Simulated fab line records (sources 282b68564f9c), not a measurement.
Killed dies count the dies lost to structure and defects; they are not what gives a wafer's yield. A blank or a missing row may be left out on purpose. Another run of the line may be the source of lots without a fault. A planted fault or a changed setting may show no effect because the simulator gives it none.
fab line records	flow rit_cmos	part 2 of 2: steps 34 to 45 of 45
record lots=5	wafers=15	last_day=7
route steps=202 shown GATE@96 REOX@98 NLDD@103 PLDD@114 SPACER@125 NSD@131
lots with no fault: from the same line, run without faults
start_h: the number of hours between the record's first day and the start of the first shown wafer of the lot	wait_h: hours from the lot's prior step to this one	" repeats the value in the row above	L1.1+2: several wafers, shown together as one row	- either no value or no given start	* or withheld: withheld	< > ~ a bound
route shown NAME@n: a module of which the file shows steps, and the number in the route of the first	usual: mean/standard deviation taken from wafers without a fault	same: alike in all rows	chamber/n: place in a boat	sites: per-site readings	_std_site: how widely they spread, as a standard deviation	_edge_site: outer sites' mean less inner sites'	radius_mm: for every site, how far away it sits from the centre of the wafer	mask NAME#n: copy n	behind: the last tool/chamber to shape the wafer	hold: cause of the lot's hold/its duration in hours/its outcome	device: transistor that didn't switch, given as n, p or np	end of line: the route-end tests of the same wafers	a step with no rows: only its recipe	killed: at the first sort, the dies lost to defects and structure; wafer yield is something else	map: per-die view of a wafer (x killed, . not killed, _ where there is no die)
set.NAME: the setting the step ran with; set.NAME@STEP: the setting that earlier step ran with	model.NAME: the simulator's own value behind a step, which no gauge read
certain route steps with their lots: each step a table, each wafer a row
services: when a tool's chamber went out of use (start_h, in hours from the record's first day, below 0 if earlier), for how many hours, and the reason
## steps
# step RIT_SPACER_THK_MEAS_04
# recipe reads=Si3N4_of_SPACER_CVD_03
# usual SPACER_NITRIDE_THK=250.9/2.9
lot.wafer	tool	chamber	start_h	wait_h	SPACER_NITRIDE_THK[nm]
L076.3	film_metro-02	-	57.66	0.0	256.7
L076.4	"	-	"	"	258.1
L076.6	"	-	"	"	257.7
L086.3	film_metro-02	-	112.67	0.0	254.0
L086.4	"	-	"	"	254.3
L086.5	"	-	"	"	253.5
L092.1	film_metro-02	-	142.19	0.0	248.6
L092.3	"	-	"	"	248.3
L092.5	"	-	"	"	249.5
L094.1	film_metro-03	-	155.77	0.0	256.8
L094.2	"	-	"	"	256.0
L094.6	"	-	"	"	254.9
L096.2	film_metro-01	-	165.52	0.0	252.7
L096.3	"	-	"	"	252.1
L096.4	"	-	"	"	251.4
# step RIT_SPACER_ETCHBACK_05
# recipe target_depth_a=2500	SF6_flow_sccm=30	CHF3_flow_sccm=30	target=Si3N4	chemistry=SF6/CHF3	pressure_mtorr=40	rf_w=250	time_s=240	stop_on=SiO2
# usual drypump_motor_current_A=5.9/0.49	oes_product_au=0.844/0.016	throttle_valve_pct=10.21/0.093
lot.wafer	tool	chamber	start_h	wait_h	drypump_motor_current_A	oes_product_au	rf_hours_counter_h	throttle_valve_pct
L076.3	rie_diel-04	2	57.70	0.0	6.3	0.877	104	10.35
L076.4	"	1	"	"	5.6	0.872	2	10.09
L076.6	"	0	"	"	5.1	0.844	-	10.22
L086.3	rie_diel-04	1	112.71	0.0	5.5	0.859	3	10.10
L086.4	"	0	"	"	5.1	0.829	104	10.22
L086.5	"	0	"	"	5.2	0.829	-	10.20
L092.1	rie_diel-02	0	142.25	0.1	6.4	0.821	129	10.22
L092.3	"	3	"	"	5.8	0.855	7	10.25
L092.5	"	0	"	"	6.5	0.832	-	10.21
L094.1	rie_diel-03	0	155.83	0.1	5.5	0.869	110	10.22
L094.2	"	2	"	"	6.0	0.862	142	10.08
L094.6	"	2	"	"	6.0	0.855	-	10.10
L096.2	rie_diel-04	0	165.57	0.0	5.2	0.836	105	10.21
L096.3	"	2	"	"	6.3	0.861	106	10.35
L096.4	"	1	"	"	5.6	0.853	3	10.09
# step RIT_NSD_HMDS_00
# recipe prime_time_s=60	prime_temp_c=140
lot.wafer	tool	chamber	start_h	wait_h
L076.3+4+6	litho_track-01	0	57.90	0.1
L086.3+4+5	litho_track-04	0	112.91	0.1
L092.1+3+5	litho_track-01	0	142.40	0.1
L094.1+2+6	litho_track-02	0	155.98	0.1
L096.2+3+4	litho_track-01	0	165.74	0.1
# step RIT_NSD_COAT_01
# recipe resist=NOVOLAK	spin_rpm=3250	resist_thk_nm=1000
lot.wafer	tool	chamber	start_h	wait_h
L076.3+4+6	litho_track-01	0	58.05	0.1
L086.3+4+5	litho_track-04	0	113.06	0.1
L092.1+3+5	litho_track-01	0	142.55	0.1
L094.1+2+6	litho_track-02	0	156.13	0.1
L096.2+3+4	litho_track-01	0	165.89	0.1
# step RIT_NSD_SOFTBAKE_02
# recipe resist=NOVOLAK	temp_c=90	time_s=60
# usual plate_temp_C=90.01/0.15
lot.wafer	tool	chamber	start_h	wait_h	plate_temp_C
L076.3	litho_track-01	0	58.20	0.1	89.88
L076.4	"	0	"	"	89.82
L076.6	"	0	"	"	90.08
L086.3	litho_track-04	0	113.21	0.1	90.25
L086.4	"	0	"	"	90.23
L086.5	"	0	"	"	89.98
L092.1	litho_track-01	0	142.70	0.1	90.13
L092.3	"	0	"	"	89.97
L092.5	"	0	"	"	90.19
L094.1	litho_track-02	0	156.28	0.1	89.55
L094.2	"	0	"	"	89.79
L094.6	"	0	"	"	89.81
L096.2	litho_track-01	0	166.04	0.1	90.14
L096.3	"	0	"	"	89.98
L096.4	"	0	"	"	90.22
# step RIT_NSD_EXPOSE_03
# recipe mask_id=M9	na=0.57	target_cd_nm=40700	dose_mj=250
lot.wafer	tool	chamber	start_h	wait_h	mask
L076.3+4+6	iline_stepper-02	0	58.33	0.1	M9#0
L086.3+4+5	iline_stepper-01	0	113.35	0.1	M9#0
L092.1+3+5	iline_stepper-01	0	142.85	0.1	M9#0
L094.1+2+6	iline_stepper-02	0	156.43	0.1	M9#0
L096.2+3+4	iline_stepper-01	0	166.31	0.2	M9#0
# step RIT_NSD_PEB_04
# recipe resist=NOVOLAK	temp_c=withheld	time_s=withheld
lot.wafer	tool	chamber	start_h	wait_h
L076.3+4+6	litho_track-01	0	58.46	0.1
L086.3+4+5	litho_track-02	0	113.50	0.1
L092.1+3+5	litho_track-02	0	142.97	0.1
L094.1+2+6	litho_track-01	0	156.55	0.1
L096.2+3+4	litho_track-01	0	166.43	0.1
# step RIT_NSD_DEVELOP_05
# recipe resist=NOVOLAK	develop_time_s=50	dev_temp_c=23
# usual developer_temp_C=23.00/0.11
lot.wafer	tool	chamber	start_h	wait_h	developer_temp_C
L076.3	litho_track-01	0	-	-	22.90
L076.4	"	0	"	"	22.99
L076.6	"	0	"	"	23.03
L086.3	litho_track-02	0	-	-	22.93
L086.4	"	0	"	"	22.96
L086.5	"	0	"	"	22.96
L092.1	litho_track-02	0	-	-	23.04
L092.3	"	0	"	"	23.06
L092.5	"	0	"	"	23.07
L094.1	litho_track-01	0	-	-	23.03
L094.2	"	0	"	"	23.10
L094.6	"	0	"	"	23.06
L096.2	litho_track-01	0	-	-	22.74
L096.3	"	0	"	"	22.91
L096.4	"	0	"	"	22.72
# step RIT_NSD_OVL_MEAS_06
# usual NSD_OVL=-0.1/1.4
lot.wafer	tool	chamber	start_h	wait_h	NSD_OVL[nm]
L076.3	overlay-01	-	58.71	-	-1.3
L076.4	"	-	"	"	-0.2
L076.6	"	-	"	"	-1.1
L086.3	overlay-02	-	113.74	-	0.6
L086.4	"	-	"	"	-0.1
L086.5	"	-	"	"	0.8
L092.1	overlay-02	-	143.25	-	-0.7
L092.3	"	-	"	"	-0.4
L092.5	"	-	"	"	-2.7
L094.1	overlay-02	-	156.83	-	-0.9
L094.2	"	-	"	"	-0.4
L094.6	"	-	"	"	-0.9
L096.2	overlay-02	-	166.70	-	-1.7
L096.3	"	-	"	"	1.3
L096.4	"	-	"	"	-0.2
# step RIT_NSD_HARDBAKE_07
# recipe resist=NOVOLAK	temp_c=140	time_s=60
# usual plate_temp_C=140.03/0.14
lot.wafer	tool	chamber	start_h	wait_h	plate_temp_C
L076.3	litho_track-01	0	58.78	0.1	139.58
L076.4	"	0	"	"	139.77
L076.6	"	0	"	"	140.08
L086.3	litho_track-04	0	113.81	0.1	140.08
L086.4	"	0	"	"	140.04
L086.5	"	0	"	"	140.01
L092.1	litho_track-01	0	143.29	0.0	140.20
L092.3	"	0	"	"	139.80
L092.5	"	0	"	"	140.02
L094.1	litho_track-01	0	156.86	0.0	140.19
L094.2	"	0	"	"	140.08
L094.6	"	0	"	"	140.01
L096.2	litho_track-04	0	166.75	0.0	139.91
L096.3	"	0	"	"	140.09
L096.4	"	0	"	"	140.06
# step RIT_NSD_IMPLANT_08
# recipe species=P	energy_kev=25	dose_cm2=1.013e+15	tilt_deg=7
# usual beam_on_s=10.02/0.22
lot.wafer	tool	chamber	start_h	wait_h	beam_on_s
L076.3	implanter-01	0	58.93	0.1	9.98
L076.4	"	0	"	"	9.70
L076.6	"	0	"	"	10.13
L086.3	implanter-03	0	113.96	0.1	10.00
L086.4	"	0	"	"	9.97
L086.5	"	0	"	"	9.89
L092.1	implanter-01	0	143.44	0.1	10.43
L092.3	"	0	"	"	10.15
L092.5	"	0	"	"	9.91
L094.1	implanter-03	0	157.01	0.1	10.02
L094.2	"	0	"	"	10.32
L094.6	"	0	"	"	10.06
L096.2	implanter-04	0	166.90	0.1	10.11
L096.3	"	0	"	"	9.97
L096.4	"	0	"	"	10.10
# step RIT_NSD_STRIP_09
# recipe chemistry=O2	time_s=180	resist=NOVOLAK	platen_temp_c=withheld	power_w=500	pressure_mtorr=4000	o2_flow_sccm=4000
# usual drypump_motor_current_A=5.8/0.34
lot.wafer	tool	chamber	start_h	wait_h	drypump_motor_current_A	rf_hours_counter_h
L076.3	plasma_asher-03	1	59.09	0.1	5.6	-
L076.4	"	0	"	"	5.3	-
L076.6	"	1	"	"	5.6	-
L086.3	plasma_asher-04	0	114.12	0.1	6.1	-
L086.4	"	1	"	"	5.7	-
L086.5	"	1	"	"	5.7	-
L092.1	plasma_asher-02	1	143.59	0.1	5.6	37
L092.3	"	0	"	"	6.3	-
L092.5	"	0	"	"	6.3	-
L094.1	plasma_asher-03	0	157.16	0.1	5.3	53
L094.2	"	1	"	"	5.6	53
L094.6	"	0	"	"	5.3	-
L096.2	plasma_asher-02	0	167.03	0.1	6.2	39
L096.3	"	0	"	"	6.3	-
L096.4	"	1	"	"	5.7	-
## services
tool	chamber	start_h	hours	kind
rie_diel-03	0	24.90	2.4	repair
plasma_asher-02	-	32.06	0.5	repair
implanter-02	-	37.05	4.4	pm
implanter-04	-	40.06	2.4	repair
rie_diel-03	0	47.04	5.7	repair
iline_stepper-01	-	49.18	4.2	repair
rie_diel-02	1	52.51	3.5	repair
plasma_asher-01	-	65.01	13.4	repair
implanter-01	-	68.75	28.6	repair
furnace-01	-	74.34	3.8	pm
rie_diel-03	3	76.50	8.4	repair
implanter-04	-	84.12	1.4	repair
wet_bench-04	-	104.65	1.1	repair
plasma_asher-01	-	108.75	9.0	pm
furnace-04	-	111.62	3.5	pm
plasma_asher-01	-	119.94	4.3	repair
rie_diel-02	1	123.41	11.2	repair
rie_diel-04	3	123.55	3.6	repair
implanter-02	-	134.82	3.3	repair
rie_diel-02	2	140.90	3.3	repair
lpcvd-02	-	153.23	0.4	repair
rie_diel-02	3	156.87	7.2	repair
wet_bench-03	-	163.57	3.1	repair
implanter-02	-	166.18	4.7	pm
